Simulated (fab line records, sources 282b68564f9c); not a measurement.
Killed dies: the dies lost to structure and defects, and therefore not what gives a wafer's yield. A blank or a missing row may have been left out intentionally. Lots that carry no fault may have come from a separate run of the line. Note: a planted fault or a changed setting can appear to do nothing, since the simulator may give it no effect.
Code-filled problem report in 8D (eight disciplines) form | flow rit cmos | the parts of the form that need people (team, actions taken, sign-off) are left out

## 1. PROBLEM STATEMENT
SILICIDE_TI_RS at RIT_SILICIDE_RS_MEAS_02 reads a mean of 82.7 ohm/sq on 1 wafer of 1 lot; wafers without a fault read 47.6 ohm/sq with a standard deviation of 0.66. Measured from the usual mean, that is +53 standard deviations.
The step: measures by four-point-probe.
First observed at day 5 21:30: wafer L246.2, on film metro-02. The record holds 37 wafers of 13 lots with a number at this step. The rule behind "out" and "out of limits": a value lying over 4 standard deviations away from the usual mean. All remaining wafers that have a number are taken as sound.

## 2. WHAT IT IS; WHAT IT IS NOT
question                    | is                     | is not
which readings at this step | SILICIDE_TI_RS         | -
which lots                  | L246                   | L233, L234, L235, L236, L237, L238, L239, L240, L242, L244, L253, L256
which wafers of those lots  | all that have a number | -
read on which gauges        | film metro-02          | film metro-01, film metro-03
when                        | from day 5 21:30       | up to then (30 sound wafers); but 6 sound wafers of L253, L256 came after

## 3. WHAT RULES OUT EACH SUSPECT
Counting: a tool stays on the suspect list if, at a process step up to the reading, it processed all lots that are out and no sound lot following the first of them.
- the gauge at RIT_SILICIDE_RS_MEAS_02: kept. All the wafers that are out were read on film metro-02, and no step on other tools shows them out.
- plasma asher-03 at RIT_PWELL_STRIP_09 (strips in O2, time 180 s): ruled out as a lasting fault. The sound lots L256 went through it after L246, its earliest lot that is out (day 4 16:02).
- pvd sputter-01 at RIT_SILICIDE_SPUTTER_01 (material Ti, target thk 30 nm, time 240 s): kept. It ran the lot that is out, L246 (day 5 21:20), and no sound lot after that; its last sound lot up to then is L244 (day 5 14:37).
Left after counting: pvd sputter-01 at RIT_SILICIDE_SPUTTER_01, film metro-02 at RIT_SILICIDE_RS_MEAS_02.

## 4. THE CAUSE (what the simulator had put in)
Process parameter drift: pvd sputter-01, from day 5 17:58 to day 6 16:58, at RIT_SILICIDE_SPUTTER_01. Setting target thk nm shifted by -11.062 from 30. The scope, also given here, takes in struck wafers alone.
2 suspects survive the count, and this tool is in that group.

## 5. THE EFFECT CHAIN, in route order
Each row: a reading where the mean over the struck wafers with a number is more than 3 standard deviations away from the usual. Only readings whose record carries a usual standard deviation are examined. hours: median over the lots of the time between each lot's start at the first step of this table that gives one and its start at this step. sigmas: the change, counted in usual standard deviations.
hours | step                     | reading         | usual       | on struck wafers | change | sigmas
0     | RIT_SILICIDE_RS_MEAS_02  | SILICIDE_TI_RS  | 47.6 ohm/sq | 82.7             | +35.1  | +53
2     | RIT_SILICIDE_THK_MEAS_03 | SILICIDE_TI_THK | 30.2 nm     | 19.7             | -10.5  | -30
Later steps that measure or inspect, where all struck wafers having a row at the step show a number for every such reading and not one has moved that far: RIT_M1_BOW_MEAS_16.

## 6. HOW IT WOULD HAVE BEEN CAUGHT EARLIER
The first out-of-limits reading at a measuring or inspecting step in this record came at day 5 21:30, 4 hours after the fault's start at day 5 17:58.
No tool reading at RIT_SILICIDE_SPUTTER_01 that has a usual standard deviation in the record was out on any struck wafer, so an alarm limit of 4 standard deviations on those readings would not have fired.
By day 5 21:30 the whole set of lots that are out, 1 in number, had already begun RIT_SILICIDE_SPUTTER_01 on pvd sputter-01. A hold on the tool at that time would have spared none of them.
